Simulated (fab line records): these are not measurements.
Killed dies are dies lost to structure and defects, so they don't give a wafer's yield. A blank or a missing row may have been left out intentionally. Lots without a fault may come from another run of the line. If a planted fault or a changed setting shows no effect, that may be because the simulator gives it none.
A single fault, viewed from 2 desks | flow berkeley cmos170 | what lay behind the numbers comes last; until then each desk has only its own

AT THE TOOL OWNER'S DESK: pecvd-03
The tool's own readings at UCB170_V2_CVD_00 (deposits SiO2 from TEOS/O2, target thk 2000 nm, time 250 s): means of the sampled wafers that have a number, for each lot that ran on this tool. The brackets show how far a lot's mean lies from the usual mean; more than 4 standard deviations puts the lot out of limits, marked OUT.
Columns: A = heater power w at UCB170_V2_CVD_00, usual 283 W
lot  | first seen here | A
L544 | day 8 10:54     | 312
L546 | day 9 06:19     | 297
L550 | day 9 21:36     | 270
L554 | day 10 16:56    | 258
L558 | day 11 15:19    | 315
L561 | day 12 08:17    | 222
This desk's verdict: no lot among the 6 shows anything out of limits.

THE METROLOGY DESK
What the gauges read, lot by lot, whatever tool the lot ran on: means of the sampled wafers that have a number. The brackets show how far a lot's mean lies from the usual mean; more than 4 standard deviations puts the lot out of limits, marked OUT.
Columns: A = INCOMING_BOW at UCB170_START_BOW_MEAS_00, usual 0 um; B = NWELL_NITRIDE_THK at UCB170_NWELL_THK_MEAS_05, usual 222.9 nm; C = V2_TEOS_THK at UCB170_V2_THK_MEAS_01, usual 2004 nm
lot  | first seen here | A  | B     | C
L544 | day 1 10:00     | 0  | 220.9 | 1982
L546 | day 1 20:00     | 4  | 224.5 | 1987
L547 | day 2 01:01     | 1  | 221.4 | 1992
L549 | day 2 11:00     | -2 | 224.1 | 1994
L550 | day 2 16:00     | -2 | 223.8 | 2000
L551 | day 2 21:01     | 2  | 225.3 | 1999
L553 | day 3 07:04     | 0  | 224.2 | 2016
L554 | day 3 12:00     | -2 | 220.9 | 2019
L558 | day 4 08:00     | 3  | 225.3 | 2169 (+6.1) OUT
L560 | day 4 18:02     | 6  | 222.4 | 2021
L561 | day 4 23:02     | -3 | 221.9 | 2202 (+7.3) OUT
L562 | day 5 04:03     | -1 | 225.7 | 2002
L566 | day 6 00:01     | 1  | 224.0 | 1998
L567 | day 6 05:00     | 3  | 221.1 | 1999
This desk reports L558, L561 out of limits; the earliest was L558 at day 11 15:28 (V2_TEOS_THK at UCB170_V2_THK_MEAS_01). In limits: L544, L546, L547, L549, L550, L551, L553, L554, L560, L562, L566, L567.

PUT TOGETHER
An alarm was possible from the metrology desk at day 11 15:28, on L558, L561.
The desk of the tool owner found nothing out of limits.
The tool owner's desk has L558, L561 on record, within its limits.
Every lot named ran UCB170_V2_CVD_00 on pecvd-03.

WHAT HAD BEEN PUT IN BY THE SIMULATOR
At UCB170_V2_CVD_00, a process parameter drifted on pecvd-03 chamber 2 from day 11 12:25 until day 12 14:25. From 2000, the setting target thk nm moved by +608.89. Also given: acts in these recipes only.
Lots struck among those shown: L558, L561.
Delay in hours, fault start to first out-of-limits reading, per desk: metrology desk 3.
